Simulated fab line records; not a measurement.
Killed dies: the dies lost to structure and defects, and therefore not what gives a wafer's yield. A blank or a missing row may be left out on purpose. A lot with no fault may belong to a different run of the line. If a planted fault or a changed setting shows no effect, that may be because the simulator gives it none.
fab line records	flow rit-cmos
record lots=14	wafers=42	last-day=7
route steps=202 shown M1@184
lots untouched by any fault: they come from a run of this same line in which no faults occurred
start-h: hours from the record's first day to the start of the lot's first wafer shown	wait-h: hours from the lot's prior step to this one	" the same as in the row above	L1.1+2: a single row standing in for several wafers	- no value present, or no start provided	* or withheld: withheld	< > ~ a bound
route shown NAME@n: a module of which the file shows steps, and the number in the route of the first	usual: mean and standard deviation over wafers with no fault	same: alike in all rows	chamber/n: place in a boat	sites: the reading at each site	_std_site: the values' standard deviation	_edge_site: outer sites' mean less inner sites'	radius-mm: for every site, how far away it sits from the centre of the wafer	mask NAME#n: copy n	behind: tool/chamber where the wafer was last shaped	hold: cause of the lot's hold/its duration in hours/its outcome	device: which transistor (n, p or np) failed to switch	end of line: at the end of the route, the tests of the same wafers	for a step that has no rows: nothing shown but its recipe	killed: at the first sort, the dies lost to defects and structure; wafer yield is something else	map: a wafer's dies, marking killed ones x, the rest . and places with no die _
set.NAME: the setting that was run; set.NAME@STEP: the one run at that earlier step	model.NAME: the simulator's own value behind a step, which no gauge read
the route's steps for a sample of lots (tables are steps, rows are wafers)
services: a tool's chamber out of use, with start hour (start-h, from the record's first day; less than 0 if before it), hours out, and reason
## steps
# step RIT_M1_SPUTTER_00
# recipe material=Al	target-thk-nm=400	power-w=2000	chamber-pressure-pa=0.4	gas=Ar	time-s=500	substrate-temp-c=25
# usual throttle-valve-pct=29.5/0.87
lot.wafer	tool	chamber	start-h	wait-h	throttle-valve-pct
L971.1	pvd-sputter-02	-	58.90	0.0	29.3
L971.4	"	-	"	"	29.1
L971.6	"	-	"	"	29.3
L972.1	pvd-sputter-04	-	70.13	0.0	27.6
L972.3	"	-	"	"	29.8
L972.5	"	-	"	"	27.6
L973.2	pvd-sputter-02	-	73.31	0.0	29.7
L973.3	"	-	"	"	29.4
L973.6	"	-	"	"	29.7
L975.1	pvd-sputter-02	-	81.34	0.0	30.0
L975.2	"	-	"	"	29.6
L975.6	"	-	"	"	29.6
L976.4	pvd-sputter-04	-	85.04	0.0	29.8
L976.5	"	-	"	"	29.6
L976.6	"	-	"	"	27.7
L977.1	pvd-sputter-02	-	94.13	0.0	29.7
L977.3	"	-	"	"	28.9
L977.6	"	-	"	"	29.1
L978.2	pvd-sputter-04	-	99.41	0.0	28.7
L978.5	"	-	"	"	27.4
L978.6	"	-	"	"	29.2
L979.2	pvd-sputter-02	-	104.02	0.0	29.6
L979.3	"	-	"	"	29.6
L979.5	"	-	"	"	29.2
L985.1	pvd-sputter-03	-	129.05	0.0	30.2
L985.2	"	-	"	"	29.7
L985.5	"	-	"	"	30.5
L987.2	pvd-sputter-03	-	140.95	0.0	29.9
L987.4	"	-	"	"	30.0
L987.5	"	-	"	"	29.7
L989.2	pvd-sputter-04	-	152.38	0.0	30.1
L989.3	"	-	"	"	27.4
L989.4	"	-	"	"	30.2
L991.2	pvd-sputter-04	-	165.56	0.0	28.7
L991.5	"	-	"	"	30.0
L991.6	"	-	"	"	30.0
L992.1	pvd-sputter-02	-	165.78	0.0	30.8
L992.2	"	-	"	"	28.7
L992.6	"	-	"	"	29.6
L993.2	pvd-sputter-04	-	172.21	0.0	29.9
L993.3	"	-	"	"	27.6
L993.4	"	-	"	"	29.0
# step RIT_M1_RS_MEAS_01
# recipe thk-meas-gauge=four-point-probe	reads=Al_of_M1_SPUTTER_00
# usual M1_AL_RS=0.0733/0.00083
lot.wafer	tool	chamber	start-h	wait-h	M1_AL_RS[ohm/sq]
L971.1	film-metro-03	-	59.19	0.1	0.0730
L971.4	"	-	"	"	0.0724
L971.6	"	-	"	"	0.0731
L972.1	film-metro-02	-	70.45	0.2	0.0729
L972.3	"	-	"	"	0.0728
L972.5	"	-	"	"	0.0732
L973.2	film-metro-03	-	73.62	0.2	0.0729
L973.3	"	-	"	"	0.0723
L973.6	"	-	"	"	0.0724
L975.1	film-metro-04	-	81.64	0.1	0.0734
L975.2	"	-	"	"	0.0724
L975.6	"	-	"	"	0.0736
L976.4	film-metro-02	-	85.40	0.2	0.0735
L976.5	"	-	"	"	0.0731
L976.6	"	-	"	"	0.0729
L977.1	film-metro-02	-	94.42	0.1	0.0725
L977.3	"	-	"	"	0.0842
L977.6	"	-	"	"	0.0846
L978.2	film-metro-02	-	99.73	0.2	0.0723
L978.5	"	-	"	"	0.0734
L978.6	"	-	"	"	0.0726
L979.2	film-metro-04	-	104.34	0.2	0.0751
L979.3	"	-	"	"	0.0736
L979.5	"	-	"	"	0.0854
L985.1	film-metro-02	-	129.35	0.1	0.0725
L985.2	"	-	"	"	0.0721
L985.5	"	-	"	"	0.0724
L987.2	film-metro-02	-	141.26	0.2	0.0732
L987.4	"	-	"	"	0.0746
L987.5	"	-	"	"	0.0731
L989.2	film-metro-04	-	152.70	0.2	0.0733
L989.3	"	-	"	"	0.0735
L989.4	"	-	"	"	0.0733
L991.2	film-metro-02	-	165.88	0.2	0.0734
L991.5	"	-	"	"	0.0756
L991.6	"	-	"	"	0.0741
L992.1	film-metro-03	-	166.07	0.1	0.0730
L992.2	"	-	"	"	0.0726
L992.6	"	-	"	"	0.0731
L993.2	film-metro-03	-	172.52	0.2	0.0738
L993.3	"	-	"	"	0.0737
L993.4	"	-	"	"	0.0725
# step RIT_M1_THK_MEAS_02
# recipe thk-meas-gauge=xrf	reads=Al_of_M1_SPUTTER_00
# usual M1_AL_THK=398/4.5
lot.wafer	tool	chamber	start-h	wait-h	M1_AL_THK[nm]
L971.1	film-metro-03	-	59.31	0.1	398
L971.4	"	-	"	"	401
L971.6	"	-	"	"	397
L972.1	film-metro-02	-	70.57	0.1	404
L972.3	"	-	"	"	402
L972.5	"	-	"	"	398
L973.2	film-metro-03	-	73.73	0.1	397
L973.3	"	-	"	"	396
L973.6	"	-	"	"	398
L975.1	film-metro-04	-	81.76	0.1	399
L975.2	"	-	"	"	406
L975.6	"	-	"	"	399
L976.4	film-metro-02	-	85.49	0.1	399
L976.5	"	-	"	"	400
L976.6	"	-	"	"	402
L977.1	film-metro-02	-	94.54	0.1	403
L977.3	"	-	"	"	349
L977.6	"	-	"	"	347
L978.2	film-metro-02	-	99.84	0.1	406
L978.5	"	-	"	"	400
L978.6	"	-	"	"	403
L979.2	film-metro-04	-	104.45	0.1	388
L979.3	"	-	"	"	395
L979.5	"	-	"	"	341
L985.1	film-metro-02	-	129.47	0.1	401
L985.2	"	-	"	"	402
L985.5	"	-	"	"	403
L987.2	film-metro-02	-	141.37	0.1	398
L987.4	"	-	"	"	390
L987.5	"	-	"	"	398
L989.2	film-metro-04	-	152.81	0.1	396
L989.3	"	-	"	"	394
L989.4	"	-	"	"	395
L991.2	film-metro-02	-	165.99	0.1	399
L991.5	"	-	"	"	390
L991.6	"	-	"	"	396
L992.1	film-metro-03	-	166.19	0.1	395
L992.2	"	-	"	"	400
L992.6	"	-	"	"	397
L993.2	film-metro-03	-	172.63	0.1	392
L993.3	"	-	"	"	393
L993.4	"	-	"	"	401
# step RIT_M1_METAL_ETCH_12
# recipe stop-on=SiO2	chemistry=Cl2/BCl3	target=Al	time-s=165	over-etch-frac=0.5	pressure-mtorr=100	target-depth-a=6000	rf-w=250	Cl2_flow_sccm=60	bcl3-flow-sccm=50
# usual drypump-motor-current-A=5.91/0.3	he-backside-leak-sccm=3.26/0.19	oes-product-au=0.778/0.0078	throttle-valve-pct=8.29/0.098
lot.wafer	tool	chamber	start-h	wait-h	drypump-motor-current-A	he-backside-leak-sccm	oes-product-au	rf-hours-counter-h	throttle-valve-pct
L971.1	rie-metal-03	0	60.78	0.2	6.11	3.10	0.772	36	8.31
L971.4	"	0	"	"	6.11	2.87	0.793	-	8.31
L971.6	"	1	"	"	6.15	3.21	0.775	-	8.33
L972.1	rie-metal-01	0	71.91	0.2	6.33	3.61	0.786	4	8.08
L972.3	"	1	"	"	5.73	3.13	0.786	-	8.34
L972.5	"	1	"	"	5.73	3.07	0.781	-	8.33
L973.2	rie-metal-04	0	75.30	0.2	5.76	3.49	0.772	3	8.40
L973.3	"	0	"	"	5.74	3.44	0.781	-	8.39
L973.6	"	1	"	"	5.56	3.02	0.778	-	8.31
L975.1	rie-metal-01	1	83.47	0.2	5.72	3.19	0.778	4	8.32
L975.2	"	0	"	"	6.33	3.75	0.796	4	8.10
L975.6	"	0	"	"	6.35	3.63	0.785	-	8.09
L976.4	rie-metal-04	1	86.98	0.1	5.53	3.10	0.773	-	8.31
L976.5	"	0	"	"	5.76	3.30	0.771	-	8.41
L976.6	"	1	"	"	5.47	3.12	0.771	-	8.30
L977.1	rie-metal-03	0	95.97	0.2	6.07	3.11	0.788	36	8.32
L977.3	"	0	"	"	6.10	3.16	0.723	-	8.32
L977.6	"	0	"	"	6.09	3.28	0.723	-	8.33
L978.2	rie-metal-01	0	101.17	0.2	6.31	3.58	0.787	4	8.07
L978.5	"	1	"	"	5.74	3.24	0.778	-	8.32
L978.6	"	0	"	"	6.34	3.69	0.791	-	8.08
L979.2	rie-metal-04	1	105.96	0.2	5.51	3.04	0.764	3	8.32
L979.3	"	0	"	"	5.74	3.34	0.778	-	8.41
L979.5	"	0	"	"	5.75	3.25	0.723	-	8.43
L985.1	rie-metal-04	1	130.94	0.2	5.50	3.18	0.775	3	8.31
L985.2	"	1	"	"	5.52	3.20	0.783	-	8.32
L985.5	"	1	"	"	5.50	3.06	0.772	-	8.30
L987.2	rie-metal-04	1	142.95	0.2	5.50	3.00	0.772	3	8.29
L987.4	"	0	"	"	5.76	3.47	0.773	-	8.41
L987.5	"	1	"	"	5.49	3.20	0.773	-	8.30
L989.2	rie-metal-04	1	154.33	0.2	5.51	3.13	0.781	3	8.31
L989.3	"	0	"	"	5.76	2.97	0.772	-	8.41
L989.4	"	1	"	"	5.49	3.17	0.769	-	8.30
L991.2	rie-metal-01	0	167.52	0.2	6.34	3.71	0.787	5	8.08
L991.5	"	0	"	"	6.34	3.64	0.774	-	8.09
L991.6	"	1	"	"	5.74	3.12	0.777	-	8.33
L992.1	rie-metal-04	1	167.77	0.2	5.50	3.14	0.773	4	8.31
L992.2	"	0	"	"	5.75	3.33	0.778	4	8.39
L992.6	"	1	"	"	5.55	3.21	0.769	-	8.30
L993.2	rie-metal-03	1	173.97	0.2	6.13	3.33	0.776	0	8.34
L993.3	"	1	"	"	6.16	3.29	0.772	-	8.35
L993.4	"	0	"	"	6.10	2.99	0.772	-	8.30
# step RIT_M1_PROBE_99
# usual defect-limited-yield=97.4/1.2	killed-at-contacts=0.0/0.22	killed-at-front-end=7/3.1	killed-dies=7/3.1	killed-open=3.5/2	killed-short=3.3/2	sort_bin_3_pad_short=0.1/0.19	sort_bin_5_function=1.5/0.87	sort_bin_6_memory=0.9/0.59	sort-n-pass=257/3.1	sort-yield-pct=97.4/1.2
# same gross-dies=264	killed_at_M0_to_M3=0	killed_at_M4_up=0	killed-at-back-side=0	killed-at-other=0
lot.wafer	tool	chamber	start-h	wait-h	defect-limited-yield[%]	killed-at-contacts	killed-at-front-end	killed-dies	killed-open	killed-short	sort_bin_3_pad_short[%]	sort_bin_5_function[%]	sort_bin_6_memory[%]	sort-n-pass	sort-yield-pct[%]
L976.4	prober-02	-	89.36	0.2	97.0	0	8	8	2	6	0	2.3	0.8	256	97.0
L976.5	prober-02	-	89.41	0.2	97.7	0	6	6	1	5	0.4	0.8	1.1	258	97.7
L976.6	prober-02	-	89.46	0.2	98.5	0	4	4	1	3	0	0.8	0.8	260	98.5
L977.1	prober-01	-	98.67	0.1	97.0	0	8	8	2	6	0.4	1.5	1.1	256	97.0
L977.3	prober-01	-	98.77	0.2	98.5	0	4	4	2	2	0	0.8	0.8	260	98.5
L977.6	prober-01	-	98.92	0.2	96.2	0	10	10	4	6	0.8	1.5	1.5	254	96.2
L978.2	prober-02	-	103.47	0.1	98.5	0	4	4	3	1	0	0.8	0.8	260	98.5
L978.5	prober-02	-	103.62	0.2	97.0	0	8	8	4	4	0	1.5	1.5	256	97.0
L978.6	prober-02	-	103.67	0.2	98.5	0	4	4	2	2	0	0.8	0.8	260	98.5
L992.1	prober-02	-	170.96	0.1	97.3	0	7	7	4	3	0	1.5	1.1	257	97.3
L992.2	prober-02	-	171.01	0.1	97.7	0	6	6	5	1	0	1.5	0.8	258	97.7
L992.6	prober-02	-	171.21	0.2	97.0	0	8	8	5	3	0	0.8	2.3	256	97.0
# killed by level:class
L976.4 REOX:geometric-particle:short=4 FOX2:geometric-particle:short=1 GATE:geometric-particle:open=1 REOX:geometric-particle:open=1 SPACER:geometric-particle:short=1
L976.5 GATE:geometric-particle:short=2 SPACER:geometric-particle:short=2 FOX1:geometric-particle:short=1 FOX1:geometric-particle:open=1
L976.6 SPACER:geometric-particle:short=2 FOX2:geometric-particle:short=1 SPACER:geometric-particle:open=1
L977.1 GATE:geometric-particle:short=2 REOX:geometric-particle:short=2 SILICIDE:geometric-particle:short=2 FOX1:geometric-particle:open=1 SPACER:geometric-particle:open=1
L977.3 REOX:geometric-particle:short=2 FOX2:geometric-particle:open=1 SPACER:geometric-particle:open=1
L977.6 SILICIDE:geometric-particle:short=3 SILICIDE:geometric-particle:open=2 FOX1:geometric-particle:short=1 FOX2:geometric-particle:short=1 GATE:geometric-particle:open=1 SPACER:geometric-particle:short=1 SPACER:geometric-particle:open=1
L978.2 GATE:geometric-particle:open=1 REOX:geometric-particle:short=1 REOX:geometric-particle:open=1 SPACER:geometric-particle:open=1
L978.5 GATE:geometric-particle:short=2 GATE:geometric-particle:open=2 FOX2:geometric-particle:short=1 REOX:geometric-particle:short=1 REOX:geometric-particle:open=1 SILICIDE:geometric-particle:open=1
L978.6 FOX1:geometric-particle:short=1 GATE:geometric-particle:open=1 SPACER:geometric-particle:open=1 SPACER:geometric-particle:short=1
L992.1 GATE:geometric-particle:open=3 FOX1:geometric-particle:short=2 FOX1:geometric-particle:open=1 SILICIDE:geometric-particle:short=1
L992.2 GATE:geometric-particle:open=2 FOX2:geometric-particle:open=1 GATE:geometric-particle:short=1 REOX:geometric-particle:open=1 SILICIDE:geometric-particle:open=1
L992.6 REOX:geometric-particle:open=2 SILICIDE:geometric-particle:open=2 FOX2:geometric-particle:short=1 REOX:geometric-particle:short=1 SPACER:geometric-particle:short=1 SPACER:geometric-particle:open=1
## services
tool	chamber	start-h	hours	kind
rie-metal-04	-	35.21	2.5	repair
pvd-sputter-04	-	39.04	1.3	repair
pvd-sputter-04	-	58.27	0.9	repair
rie-metal-03	-	71.20	0.5	repair
pvd-sputter-03	-	72.28	2.0	repair
rie-metal-03	-	88.74	0.2	repair
rie-metal-03	-	101.69	14.6	pm
pvd-sputter-03	-	114.87	4.6	repair
rie-metal-03	-	117.65	2.8	pm
rie-metal-04	0	130.00	3.6	repair
rie-metal-03	-	136.12	20.0	pm
rie-metal-03	0	136.12	20.0	vent-cycle
rie-metal-03	1	136.12	20.0	vent-cycle
rie-metal-04	-	152.89	1.4	pm
rie-metal-03	0	156.12	-	clean
rie-metal-03	1	156.12	-	clean
pvd-sputter-03	-	157.99	2.9	repair
## key
first-sign step=RIT_M1_RS_MEAS_01	reading=M1_AL_RS	direction=up	sigmas=14	usual=0.0733	struck=0.0847
effect step=RIT_M1_THK_MEAS_02	reading=M1_AL_THK	direction=down	sigmas=12	usual=398	struck=346
effect step=RIT_M1_METAL_ETCH_12	reading=oes-product-au	direction=down	sigmas=7	usual=0.778	struck=0.723
met-at RIT_M1_SPUTTER_00
struck-lots L977,L979
struck-wafers L977.3,L977.6,L979.5
onset-between 73.31 94.13
fault kind=process-parameter-drift	tool=pvd-sputter-02	chamber=-	onset-h=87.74	steps=RIT_M1_SPUTTER_00	channel=time-s	offset=*	shape=step	end-h=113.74	stated=*	scope=struck-wafers-only
